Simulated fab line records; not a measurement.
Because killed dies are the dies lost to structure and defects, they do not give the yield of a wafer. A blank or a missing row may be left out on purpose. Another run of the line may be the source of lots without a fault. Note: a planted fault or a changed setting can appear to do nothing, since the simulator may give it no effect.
Comparing a struck lot with a sound one	flow ritCmos	20 steps out of a route of 202
Sound: these wafers, L819.1, L819.3, L819.5. Wafers struck: L827.1, L827.2, L827.4. Last of all comes the cause.
Per side, at each step with rows, come the tool, then ch with its chambers, and then its first start. Under that, the readings that differ: sound wafers	struck wafers	difference of the means	sigmas: that difference in standard deviations of wafers without a fault.
alike: words and numbers the same on both sides, and readings whose means are apart by under 2 such deviations; not compared: readings that were withheld, readings missing a value for some wafer, numbers with overlapping values and no deviation given by the record, and bounds like >300 which may hide the same value.
The two part at a step that has a row with sigmas, a row that says differs or no value, or rows on one side only. When numbers do not overlap yet have no deviation, they are printed without sigmas and do not part them. A reading that every wafer of one side lacks parts them only if that side has two wafers or more.

first, 2 steps without rows for these wafers: RIT_NWELL_HARDBAKE_07 (time 120 s); RIT_NWELL_IMPLANT_08.
RIT_NWELL_STRIP_09: strips in O2, time 180 s.
  sound on plasmaAsher-03 ch 0,1, day 2 05:55; struck on plasmaAsher-03 ch 0,1, day 3 13:00
  alike: drypumpMotorCurrentA
  not compared: rfHoursCounterH
RIT_NWELL_TW_MEAS_10:
  sound on filmMetro-04, day 2 06:06; struck on filmMetro-04, day 3 13:11
  alike: NWELL_TW
then, 6 steps without rows for these wafers: RIT_PWELL_HMDS_00 (prime time 60 s); RIT_PWELL_COAT_01 (resist thk 1300 nm); RIT_PWELL_SOFTBAKE_02 (time 60 s); RIT_PWELL_EXPOSE_03 (exposes mask M3, target cd 43700 nm); RIT_PWELL_PEB_04; RIT_PWELL_DEVELOP_05 (develop time 68 s).
RIT_PWELL_OVL_MEAS_06:
  sound on overlay-02, day 2 07:02; struck on overlay-01, day 3 14:19
  alike: PWELL_OVL
then, 1 step without rows for these wafers: RIT_PWELL_HARDBAKE_07 (time 120 s).
RIT_PWELL_IMPLANT_08:
  sound on implanter-04 ch 0, day 2 07:19; struck on implanter-01 ch 0, day 3 14:55
RIT_PWELL_STRIP_09: strips in O2, time 180 s.
  sound on plasmaAsher-02 ch 0,1, day 2 07:28; struck on plasmaAsher-04 ch 0,1, day 3 15:04
  alike: drypumpMotorCurrentA
  not compared: rfHoursCounterH
RIT_PWELL_TW_MEAS_10:
  sound on filmMetro-02, day 2 07:39; struck on filmMetro-04, day 3 15:15
reading	sound	struck	difference	sigmas
PWELL_TW	963 962 960	1164 1171 1169	+206	+17
then, 1 step without rows for these wafers: RIT_WELLDRIVE_ANNEAL_00 (time 14700 s).
RIT_WELLDRIVE_RS_MEAS_01: uses a four-point probe to measure.
  sound on filmMetro-04, day 2 12:47; struck on filmMetro-03, day 3 20:23
  alike: NWELL_RS
RIT_WELLDRIVE_RS_MEAS_02: uses a four-point probe to measure.
  sound on filmMetro-04, day 2 12:55; struck on filmMetro-03, day 3 20:31
reading	sound	struck	difference	sigmas
PWELL_RS (ohm/sq)	432.1 432.8 431.6	278.8 277.7 278.1	-154.0	-91
then, 1 step without rows for these wafers: RIT_NRETRO_HMDS_00 (prime time 60 s).
RIT_M1_PROBE_99:
  sound on prober-02, day 3 18:08; struck on prober-02, day 5 01:37
  alike: killedAtFrontEnd, killedDies, killedOpen, killedShort

## WHERE THEY PART
First at RIT_PWELL_TW_MEAS_10; last, within this record, at RIT_WELLDRIVE_RS_MEAS_02. Later steps at which nothing parts them and some readings are alike: RIT_M1_PROBE_99.

WHY: what had been put in by the simulator
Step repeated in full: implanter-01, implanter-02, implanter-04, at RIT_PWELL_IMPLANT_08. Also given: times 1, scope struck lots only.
